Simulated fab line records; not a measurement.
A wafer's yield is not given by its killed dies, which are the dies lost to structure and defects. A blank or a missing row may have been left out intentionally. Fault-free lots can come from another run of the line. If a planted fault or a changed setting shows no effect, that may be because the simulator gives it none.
8D (eight disciplines) problem report, filled in by code -- flow rit-cmos -- the parts of the form that need people (team, actions taken, sign-off) are left out

## 1. THE ISSUE
FOX1_OXIDE_THK at RIT_FOX1_THK_MEAS_01 reads a mean of 434 nm on 6 wafers of 2 lots; wafers without a fault read 348 nm with a standard deviation of 6. Measured from the usual mean, that is +14 standard deviations.
First seen on wafer L460.1, day 5 10:55, on film-metro-04. The record has a number at this step for 42 wafers belonging to 14 lots. By rule, "out" or "out of limits" means more than 4 standard deviations away from the usual mean. The rest of the wafers with a number are treated as sound.

## 2. WHAT IT IS, WHAT IT ISN'T
question,is,is not
which readings at this step,FOX1_OXIDE_THK,-
which lots,"L460, L461","L442, L443, L445, L447, L448, L449, L450, L451, L452, L455, L456, L459"
which wafers of those lots,all that have a number,-
read on which gauges,film-metro-04,"film-metro-02, film-metro-03"
when,from day 5 10:55,up to then (36 sound wafers)

## 3. THE SUSPECTS, EACH WITH WHAT RULES IT OUT
Counting: a tool at any process step up to the reading remains a suspect when it ran all the lots that are out and ran no sound lot after the first of those.
- the gauge at RIT_FOX1_THK_MEAS_01: kept. All the wafers that are out were read on film-metro-04, and no step on other tools shows them out.
- furnace-01 at RIT_FOX1_OXIDATION_00 (target thk 350.7 nm, ox time 1130 s): kept. It ran every lot that is out, first L460 (day 5 09:37), and no sound lot after that; its last sound lot up to then is L459 (day 5 04:38).
The count leaves film-metro-04 at RIT_FOX1_THK_MEAS_01 and furnace-01 at RIT_FOX1_OXIDATION_00.

## 4. THE CAUSE (what the simulator had put in)
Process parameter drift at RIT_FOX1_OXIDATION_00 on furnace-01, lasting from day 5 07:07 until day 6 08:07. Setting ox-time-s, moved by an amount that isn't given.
Counting leaves 2 suspects; this tool is one of them.

## 5. SEQUENCE OF EFFECTS, ordered by route
Rows list readings where the struck wafers' mean (over those with a number) sits beyond 3 standard deviations from the usual. Only readings for which the record gives a usual standard deviation are gone through. hours: the time from each lot's start at the first step in this table that gives one to its start at this step, as a median over the lots. sigmas: the change in usual standard deviations.
hours,step,reading,usual,on struck wafers,change,sigmas
0,RIT_FOX1_THK_MEAS_01,FOX1_OXIDE_THK,348 nm,434,+86,+14
At these later measuring or inspecting steps, every struck wafer for which the step has a row has a number for every such reading, and none has moved that far: RIT_PRETRO_OVL_MEAS_06, RIT_PLDD_OVL_MEAS_06, RIT_SPACER_THK_MEAS_04.

## 6. HOW IT WOULD HAVE BEEN CAUGHT EARLIER
Counted from the fault's start at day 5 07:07, it took 4 hours until the first out-of-limits reading at a measuring or inspecting step in this record, taken at day 5 10:55.
An alarm limit of 4 standard deviations would not have fired on the tool readings at RIT_FOX1_OXIDATION_00 for which the record gives a usual standard deviation, since none of them was out on any struck wafer.
L461, from the lots that are out (2), started RIT_FOX1_OXIDATION_00 on furnace-01 later than day 5 10:55. A tool hold placed at that time would have kept it from harm.
